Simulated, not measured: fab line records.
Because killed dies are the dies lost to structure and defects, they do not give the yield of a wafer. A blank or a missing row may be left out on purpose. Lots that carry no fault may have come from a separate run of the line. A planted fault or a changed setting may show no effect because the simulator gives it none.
One fault seen from 2 desks -- flow berkeley_cmos170 -- only its own numbers are on each desk; what lay behind them is given at the end

## THE TOOL OWNER'S DESK: lpcvd-01
The tool's own readings at UCB170_CONTACT_CVD_01 (deposits PSG from SiH4/O2/PH3, target thk 700 nm, time 2820 s): means of the sampled wafers that have a number, for each lot that ran on this tool. The brackets show how far a lot's mean lies from the usual mean; more than 4 standard deviations puts the lot out of limits, marked OUT.
Columns: A = sih4_flow_sccm at UCB170_CONTACT_CVD_01, usual 59.97 sccm; B = spike_tc_centre_C at UCB170_CONTACT_CVD_01, usual 452.0 C; C = spike_tc_load_C at UCB170_CONTACT_CVD_01, usual 470.2 C; D = spike_tc_source_C at UCB170_CONTACT_CVD_01, usual 468.3 C; E = susceptor_temp_C at UCB170_CONTACT_CVD_01, usual 450.03 C
lot,first seen here,A,B,C,D,E
L658,day 6 22:01,59.95,453.4,469.8,470.2,450.28
L659,day 6 22:01,60.09,452.8,470.2,468.5,449.79
L660,day 6 22:01,59.87,452.2,470.2,468.8,450.02
L662,day 7 05:47,59.97,463.5 (+8.9) OUT,481.0 (+6.3) OUT,480.1 (+9.9) OUT,461.63 (+53) OUT
L661,day 7 07:34,59.92,464.3 (+9.5) OUT,481.6 (+6.7) OUT,481.7 (+11) OUT,461.58 (+52) OUT
L664,day 7 19:51,60.21,464.1 (+9.3) OUT,480.8 (+6.2) OUT,480.7 (+10) OUT,461.67 (+53) OUT
L678,day 11 15:59,60.28,453.8,468.8,468.7,449.99
L680,day 11 15:59,59.98,452.7,469.9,468.2,449.85
This desk's finding: out of limits on L661, L662, L664; first on L662, day 7 05:47 (spike_tc_centre_C at UCB170_CONTACT_CVD_01). L658, L659, L660, L678, L680: within limits.

## METROLOGY DESK
What the gauges read for every lot (on any tool): the sampled wafers with a number, averaged. The brackets show how far a lot's mean lies from the usual mean; more than 4 standard deviations puts the lot out of limits, marked OUT.
Columns: A = PSD_TW at UCB170_PSD_TW_MEAS_10, usual 2303; B = SILICIDE_TI_THK at UCB170_SILICIDE_THK_MEAS_03, usual 30.1 nm; C = CONTACT_PSG_THK at UCB170_CONTACT_THK_MEAS_02, usual 698 nm
lot,first seen here,A,B,C
L659,day 6 17:12,2269,30.3,698
L660,day 6 17:34,2325,30.2,703
L658,day 6 17:41,2271,30.0,690
L662,day 7 00:43,2327,30.1,772 (+10) OUT
L661,day 7 00:58,2266,30.2,764 (+9.2) OUT
L664,day 7 15:31,2324,30.1,782 (+12) OUT
L666,day 8 07:14,2317,30.7,706
L668,day 8 07:52,2270,29.9,702
L670,day 8 08:05,2316,30.0,702
L676,day 10 09:10,2289,29.9,703
L675,day 10 09:27,2316,30.3,696
L677,day 11 00:38,2269,30.2,695
L679,day 11 00:54,2322,29.7,689
L678,day 11 07:28,2334,30.1,688
L680,day 11 07:37,2318,29.7,695
This desk reports L661, L662, L664 out of limits; the earliest was L662 at day 7 07:34 (CONTACT_PSG_THK at UCB170_CONTACT_THK_MEAS_02). L659, L660, L658, L666, L668, L670, L676, L675, L677, L679, L678, L680: within limits.

## BROUGHT TOGETHER
On L661, L662, L664, at day 7 05:47, an alarm was possible from the tool owner's desk.
Metrology desk: alarm possible at day 7 07:34 on L661, L662, L664.
On lpcvd-01, each named lot ran UCB170_CONTACT_CVD_01.

## WHAT THE SIMULATOR PUT IN
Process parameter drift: lpcvd-01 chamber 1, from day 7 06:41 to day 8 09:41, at UCB170_CONTACT_CVD_01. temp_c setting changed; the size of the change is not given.
Shown lots that were struck: L661, L662, L664.
